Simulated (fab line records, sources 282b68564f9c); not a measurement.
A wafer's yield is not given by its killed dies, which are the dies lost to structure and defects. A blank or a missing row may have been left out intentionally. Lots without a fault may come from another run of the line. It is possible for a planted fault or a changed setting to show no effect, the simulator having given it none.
What tool caused it? ; flow rit_cmos ; 8 lots with 24 wafers sampled at 2 steps, on a route of 202 steps

## WHAT EACH GAUGE READ, for each wafer
RIT_NLDD_OVL_MEAS_06.
lot;measured;on;NLDD_OVL (nm)
L341;day 3 01:02;overlay-01;-1.0 -1.0 -0.4
L343;day 3 15:29;overlay-01;1.0 1.3 -0.5
L345;day 4 00:45;overlay-02;0.3 -2.1 -1.1
L347;day 4 05:22;overlay-01;0.4 1.4 1.9
L352;day 5 06:10;overlay-01;- - -
L354;day 5 16:59;overlay-01;- - -
L356;day 6 02:26;overlay-01;-2.1 -1.1 -1.4
L362;day 7 08:53;overlay-02;1.1 -1.8 0.3

## TOOL THAT RAN EACH LOT (tool first, then ch and the chambers of the sampled wafers, then the start)
lot;RIT_NLDD_EXPOSE_03
L341;iline_stepper-01 ch 0, day 3 00:38
L343;iline_stepper-01 ch 0, day 3 15:05
L345;iline_stepper-02 ch 0, day 4 00:22
L347;iline_stepper-01 ch 0, day 4 04:47
L352;iline_stepper-02 ch 0, day 5 05:46
L354;iline_stepper-02 ch 0, day 5 16:35
L356;iline_stepper-01 ch 0, day 6 02:03
L362;iline_stepper-01 ch 0, day 7 08:29
- RIT_NLDD_EXPOSE_03: exposes mask M7, target cd 40700 nm.

## THE ANSWER, worked out from the rows above alone
Rule: what is usual is taken from the lots themselves. Put in order of their means at a reading, lots are off if they are a third of the lots or fewer, leave a main group of 4 or more, and stand apart from it by a gap of 3 or more times the standard deviation of the main group's means; of several such gaps the widest counts. A main group is skipped when, at the precision printed for the reading in the tables above, its means are all equal. A lot without any number at a reading at which 4 lots or more have one is off too. Where the step has rows for the other lots, those lots are counted as sound.
Off: L352, L354, at RIT_NLDD_OVL_MEAS_06 (NLDD_OVL). Without a number there: L352, L354. For the main group the mean is -0.3 nm and the standard deviation 0.95.
If a tool, at a process step before that reading, ran all the lots that are off and no sound lot after the first of them, it fits. Gauges at RIT_NLDD_OVL_MEAS_06: tried the same way as those tools. One fits: RIT_NLDD_EXPOSE_03 on iline_stepper-02. A fault onset in the window from L345 (day 4 00:22, its last sound lot) to L352 (day 5 05:46, its first lot off) fits.

## WHAT THE SIMULATOR HAD INSERTED
Scanner matching overlay: iline_stepper-02, from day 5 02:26 on, at RIT_NLDD_EXPOSE_03. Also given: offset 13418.
Lots struck among those shown: L352, L354. The rule above reached the same finding.
